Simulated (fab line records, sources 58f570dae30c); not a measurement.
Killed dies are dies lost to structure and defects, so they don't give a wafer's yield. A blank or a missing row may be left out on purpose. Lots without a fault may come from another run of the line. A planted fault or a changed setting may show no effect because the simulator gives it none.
A struck lot beside a sound one | flow berkeley_cmos170 | 17 steps out of a route of 331
Sound: wafers L465.3, L465.4, L465.5. Struck: wafers L462.3, L462.4, L462.5. The cause comes at the end.
At each step with rows: each side's tool, then ch and its chambers, then its first start. Under that, the readings that differ: sound wafers | struck wafers | difference of the means | sigmas: that difference in standard deviations of wafers without a fault.
alike: readings whose means differ by less than 2 such deviations, and words and numbers that are the same on both sides. not compared: withheld readings, readings that some wafer has no value for, bounds like >300 that may hide the same value, and numbers for which the record gives no deviation and whose values overlap.
The two part at a step that has a row with sigmas, a row that says differs or no value, or rows on one side only. Numbers that don't overlap but have no deviation are shown without sigmas and don't part them. A reading that every wafer of one side lacks parts them only if that side has two wafers or more.

UCB170_GATE_THK_MEAS_02:
  sound on film_metro-04, day 8 17:16; struck on film_metro-03, day 8 05:04
  alike: GATE_OXIDE_THK
then, 2 steps without rows for these wafers: UCB170_GATE_ANNEAL_03 (time 1800 s); UCB170_GATE_CVD_04 (deposits poly-Si from SiH4, time 1440 s, target thk 214 nm).
UCB170_GATE_THK_MEAS_05:
  sound on film_metro-03, day 8 21:40; struck on film_metro-04, day 8 12:10
  alike: GATE_POLY_THK
then, 6 steps without rows for these wafers: UCB170_GATE_COAT_06; UCB170_GATE_COAT_07 (resist thk 900 nm); UCB170_GATE_SOFTBAKE_08 (time 60 s); UCB170_GATE_EXPOSE_09 (exposes mask POLY, target cd 350 nm); UCB170_GATE_PEB_10; UCB170_GATE_DEVELOP_11 (develop time 45 s).
UCB170_GATE_CD_MEAS_12: target cd 350 nm.
  sound on cd_sem-02, day 8 23:04; struck on cd_sem-01, day 8 13:41
  alike: cd_nm
UCB170_GATE_OVL_MEAS_13:
  sound on overlay-02, day 8 23:10; struck on overlay-02, day 8 13:46
  alike: GATE_OVL
UCB170_GATE_ETCH_14: etches BARC in N2/H2.
  sound on rie_diel-03 ch 0,3, day 8 23:11; struck on rie_diel-02 ch 1,2,3, day 8 13:48
  no value came back on the struck wafers for any of 6 readings (bias_w (W), chamber_pressure_mTorr (mTorr) and others); on the sound wafers bias_w (W) reads 101.99 102.40 101.90
UCB170_GATE_ETCH_15: etches poly-Si in HBr/Cl2, stops on SiO2, time 56.3 s, target depth 278.2 nm.
  sound on rie_si-02 ch 0,1,3, day 8 23:14; struck on rie_si-02 ch 0,1,3, day 8 13:50
  reading               | sound             | struck            | difference | sigmas
  oes_product_au (a.u.) | 0.808 0.828 0.834 | 0.274 0.280 0.277 | -0.546     | -46
  alike: HBr_flow_sccm, bias_w, drypump_motor_current_A, throttle_valve_pct
  not compared: rf_hours_counter_h
UCB170_GATE_STRIP_16: strips in O2.
  sound on plasma_asher-03 ch 0,1, day 8 23:19; struck on plasma_asher-02 ch 0,1, day 8 13:55
  alike: drypump_motor_current_A, oes_product_au
  not compared: rf_hours_counter_h
UCB170_GATE_CD_MEAS_90: target cd 350 nm.
  sound on cd_sem-01, day 8 23:25; struck on cd_sem-01, day 8 14:10
  reading    | sound             | struck | difference                    | sigmas
  cd_nm (nm) | 349.8 348.4 349.1 | - - -  | no value on the struck wafers |
then, 1 step without rows for these wafers: UCB170_GATE_CLEAN_17 (cleans in SPM, time 600 s).

WHERE THEY PART
First at UCB170_GATE_ETCH_14; last, within this record, at UCB170_GATE_CD_MEAS_90.

WHY: what the simulator had put in
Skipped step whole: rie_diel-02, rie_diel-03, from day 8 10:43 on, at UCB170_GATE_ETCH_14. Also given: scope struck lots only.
